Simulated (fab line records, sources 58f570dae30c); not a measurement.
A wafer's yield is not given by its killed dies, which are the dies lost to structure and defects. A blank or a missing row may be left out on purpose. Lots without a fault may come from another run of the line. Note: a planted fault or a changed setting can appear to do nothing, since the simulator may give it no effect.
What tool caused it?	flow berkeley cmos170	14 lots, 42 wafers sampled, at 1 step of a route of 331

== WHAT EACH GAUGE READ, for each wafer ==
Not one reading of a measure or inspect step in the record can be checked against a usual standard deviation.

== WHAT TOOL EACH LOT RAN ON (gives the tool, then ch and the chambers of the sampled wafers, and finally the start) ==
lot	UCB170_NWELL_STRIP_15
L270	plasma asher-03 ch 0,1, day 2 15:17
L272	plasma asher-03 ch 0,1, day 2 21:40
L273	plasma asher-03 ch 0,1, day 3 07:40
L274	plasma asher-02 ch 0,1, day 3 11:12
L275	plasma asher-02 ch 0, day 3 17:11
L278	plasma asher-03 ch 0,1, day 4 03:21
L281	plasma asher-02 ch 0,1, day 4 20:14
L280	plasma asher-04 ch 0,1, day 4 20:29
L282	plasma asher-04 ch 0,1, day 5 01:50
L283	plasma asher-03 ch 0,1, day 5 01:52
L286	plasma asher-02 ch 0,1, day 5 21:47
L290	plasma asher-04 ch 0,1, day 6 17:23
L291	plasma asher-03 ch 0,1, day 6 22:11
L292	plasma asher-03 ch 0,1, day 7 09:25
- UCB170_NWELL_STRIP_15: strips in O2.

== WHAT THE TOOLS THEMSELVES READ (means of the sampled wafers that have a number; where no wafer has one, the mark that the record gives instead) ==
UCB170_NWELL_STRIP_15.
lot	tool	chamber pressure mTorr (mTorr)	drypump motor current A (A)	oes product au (a.u.)	strip time to endpoint s (s)
L270	plasma asher-03	3500	6.2	0.724	17.99
L272	plasma asher-03	3499	6.2	0.721	18.08
L273	plasma asher-03	3502	6.2	0.715	18.05
L274	plasma asher-02	3503	6.0	0.721	18.01
L275	plasma asher-02	3501	5.5	0.718	18.11
L278	plasma asher-03	3505	6.2	0.720	18.03
L281	plasma asher-02	3496	5.7	0.725	17.97
L280	plasma asher-04	3500	5.9	0.720	18.06
L282	plasma asher-04	-	-	-	-
L283	plasma asher-03	-	-	-	-
L286	plasma asher-02	3499	5.7	0.718	17.96
L290	plasma asher-04	3498	5.5	0.719	18.02
L291	plasma asher-03	3499	6.2	0.721	18.05
L292	plasma asher-03	3497	6.2	0.721	17.95

== THE ANSWER, worked out from the rows above alone ==
Rule: usual is defined by the lots themselves. Put in order of their means at a reading, lots are off if they are a third of the lots or fewer, leave a main group of 4 or more, and stand apart from it by a gap of 3 or more times the standard deviation of the main group's means; of several such gaps the widest counts. A main group whose means are all the same, to the digits that the tables above print for the reading, isn't used. A lot without any number at a reading at which 4 lots or more have one is off too. All remaining lots with rows at the step are treated as sound. First the gauges in route order, then the tools' own readings, where a lot's mean is used as printed above. The first step at which some lot is off is used, and at that step the reading that is off furthest; a lot without a number counts as furthest.
Off: L282, L283 (UCB170_NWELL_STRIP_15, chamber pressure mTorr). Without a number there: L282, L283. For the main group the mean is 3500 mTorr and the standard deviation 2.4.
If a tool, at that step or one of the process steps before it, ran each lot that is off and ran no sound lot following the first of them, it fits. No candidate that was tried fits.

== WHAT THE SIMULATOR HAD INSERTED ==
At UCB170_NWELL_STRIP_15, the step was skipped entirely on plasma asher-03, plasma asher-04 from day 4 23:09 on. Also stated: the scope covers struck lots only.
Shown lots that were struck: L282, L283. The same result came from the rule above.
